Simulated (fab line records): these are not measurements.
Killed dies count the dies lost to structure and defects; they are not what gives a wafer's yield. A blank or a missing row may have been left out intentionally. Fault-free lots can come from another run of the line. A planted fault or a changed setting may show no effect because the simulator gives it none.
Which of the tools did it? -- flow berkeley_cmos170 -- 14 lots, 42 wafers sampled, at 4 steps of a route of 331

WHAT EACH GAUGE READ, for each wafer
UCB170_M1_CD_MEAS_09 targets a cd of 700 nm. Usual: cd_nm at 699.3 nm, with a standard deviation of 1.3.
lot,measured,on,cd_nm (nm),flag
L331,day 7 08:30,cd_sem-02,697.4 698.7 697.5,
L332,day 7 20:31,cd_sem-01,700.0 698.2 700.1,
L334,day 8 05:58,cd_sem-02,696.8 695.8 698.5,
L335,day 8 11:27,cd_sem-01,699.1 699.7 700.0,
L336,day 9 00:34,cd_sem-01,699.7 698.7 700.0,
L337,day 9 01:09,cd_sem-01,699.3 698.4 698.1,
L339,day 9 03:12,cd_sem-02,697.8 697.8 697.6,
L340,day 9 03:26,cd_sem-02,699.0 699.5 698.9,
L338,day 9 03:44,cd_sem-02,700.2 700.4 698.9,
L347,day 10 19:50,cd_sem-01,696.8 698.8 697.4,
L350,day 11 13:07,cd_sem-01,701.1 700.8 700.6,
L353,day 11 14:25,cd_sem-01,701.4 700.2 700.9,
L349,day 11 14:31,cd_sem-02,698.3 697.0 698.6,
L351,day 11 14:40,cd_sem-02,700.0 699.5 699.1,

UCB170_M1_CD_MEAS_90 targets a cd of 700 nm. Usual: cd_nm at 699.3 nm, with a standard deviation of 2.7.
lot,measured,on,cd_nm (nm),flag
L331,day 7 08:56,cd_sem-01,694.8 700.6 694.2,
L332,day 7 20:57,cd_sem-02,700.5 698.8 694.6,
L334,day 8 06:23,cd_sem-02,698.3 697.7 698.7,
L335,day 8 11:53,cd_sem-02,696.5 698.6 702.4,
L336,day 9 00:59,cd_sem-02,694.1 698.3 703.3,
L337,day 9 01:35,cd_sem-02,698.2 699.6 699.9,
L339,day 9 03:38,cd_sem-01,701.4 698.4 699.2,
L340,day 9 03:52,cd_sem-01,696.2 700.7 699.1,
L338,day 9 04:10,cd_sem-01,700.0 701.5 700.1,
L347,day 10 20:16,cd_sem-01,696.2 697.5 700.2,
L350,day 11 13:33,cd_sem-02,698.9 701.3 699.3,
L353,day 11 14:51,cd_sem-01,699.3 702.8 698.5,
L349,day 11 14:58,cd_sem-01,699.1 701.2 701.2,
L351,day 11 15:06,cd_sem-01,699.6 698.6 699.4,

UCB170_V1_THK_MEAS_04. Usual: V1_POLISHED_THK 993.4 nm, standard deviation 1.
lot,measured,on,V1_POLISHED_THK (nm),flag
L331,day 7 13:40,film_metro-03,993.6 995.2 995.1,
L332,day 8 01:05,film_metro-01,994.3 993.5 995.1,
L334,day 8 09:46,film_metro-02,994.1 991.9 993.3,
L335,day 8 17:47,film_metro-03,994.4 994.7 993.4,
L336,day 9 08:45,film_metro-02,992.6 991.6 992.4,
L337,day 9 08:46,film_metro-01,993.5 991.8 993.0,
L339,day 9 09:03,film_metro-03,992.8 992.9 992.5,
L340,day 9 09:21,film_metro-02,994.1 993.2 994.0,
L338,day 9 09:04,film_metro-01,992.7 994.1 993.7,
L347,day 10 22:39,film_metro-02,991.9 993.8 993.9,
L350,day 11 17:14,film_metro-02,992.8 992.5 994.0,
L353,day 11 17:32,film_metro-02,995.4 993.0 993.3,
L349,day 11 17:32,film_metro-01,995.7 993.3 992.5,
L351,day 11 17:50,film_metro-01,992.8 992.7 991.9,

WHICH TOOL RAN EACH LOT (tool, then ch and the chambers of the sampled wafers, then the start)
lot,UCB170_V1_CVD_00
L331,"pecvd-04 ch 1,2, day 7 13:02"
L332,"pecvd-04 ch 0,1,2, day 8 00:27"
L334,"pecvd-04 ch 1,2, day 8 09:07"
L335,"pecvd-02 ch 0,1,2, day 8 17:09"
L336,"pecvd-03 ch 1,2, day 9 08:07"
L337,"pecvd-02 ch 0,1,2, day 9 08:07"
L339,"pecvd-04 ch 0,1, day 9 08:07"
L340,"pecvd-03 ch 0,1,2, day 9 08:16"
L338,"pecvd-02 ch 0,2, day 9 08:16"
L347,"pecvd-04 ch 0,1,2, day 10 21:42"
L350,"pecvd-03 ch 0,1,2, day 11 16:36"
L353,"pecvd-02 ch 0,1,2, day 11 16:36"
L349,"pecvd-04 ch 1,2, day 11 16:45"
L351,"pecvd-03 ch 0,2, day 11 16:45"
- UCB170_V1_CVD_00: deposits SiO2 from TEOS/O2, target thk 2000 nm, time 250 s.

AS READ BY THE TOOLS THEMSELVES (means over the sampled wafers that have a number; for cases with no such wafer, the mark the record gives instead)
UCB170_V1_CVD_00. Usual: heater_power_w 272 W, standard deviation 58; rf_fwd_power_W 548.2 W, standard deviation 1.8; susceptor_temp_C 390.01 C, standard deviation 0.21.
lot,tool,heater_power_w (W),rf_fwd_power_W (W),susceptor_temp_C (C),flag
L331,pecvd-04,296,548.1,389.95,
L332,pecvd-04,282,548.3,389.77,
L334,pecvd-04,304,547.4,390.00,
L335,pecvd-02,279,547.7,389.97,
L336,pecvd-03,290,548.2,389.94,
L337,pecvd-02,225,548.2,390.00,
L339,pecvd-04,245,549.0,390.18,
L340,pecvd-03,300,550.2,390.25,
L338,pecvd-02,285,544.7,389.95,
L347,pecvd-04,280,524.8,389.85,OFF
L350,pecvd-03,289,545.5,390.12,
L353,pecvd-02,269,547.8,390.14,
L349,pecvd-04,324,504.5,389.92,OFF
L351,pecvd-03,299,549.6,389.88,

THE ANSWER, worked out from the rows above alone
Rule: a lot counts as off when the mean over its wafers that have a number is more than 3 standard deviations away from the usual mean. A lot without any number at a reading at which 4 lots or more have one is off too. All remaining lots with rows at the step are treated as sound. After the gauges, taken in route order, come the tools' own readings; for these a lot's mean is taken, as printed above. At the first step where some lot is off, the reading lying furthest off is the one used; lots without a number count as furthest.
Off: L347, L349, at UCB170_V1_CVD_00 (rf_fwd_power_W).
A tool fits if, at that step or a process step before it, it ran every lot that is off, and no sound lot after the first of them. One candidate fits, namely pecvd-04 at UCB170_V1_CVD_00. Its last sound lot is L339 (day 9 08:07), its first lot that is off L347 (day 10 21:42): a fault that began between those two fits.
The tool's own readings at UCB170_V1_CVD_00 bear it out: on the lots that are off they differ by more than 5 times the standard deviation of the sound lots' means. rf_fwd_power_W reads 514.6 W there against 547.9 W on the sound lots.

WHAT THE SIMULATOR PUT IN
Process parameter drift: pecvd-04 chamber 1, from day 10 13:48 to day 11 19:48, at UCB170_V1_CVD_00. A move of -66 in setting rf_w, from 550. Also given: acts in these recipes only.
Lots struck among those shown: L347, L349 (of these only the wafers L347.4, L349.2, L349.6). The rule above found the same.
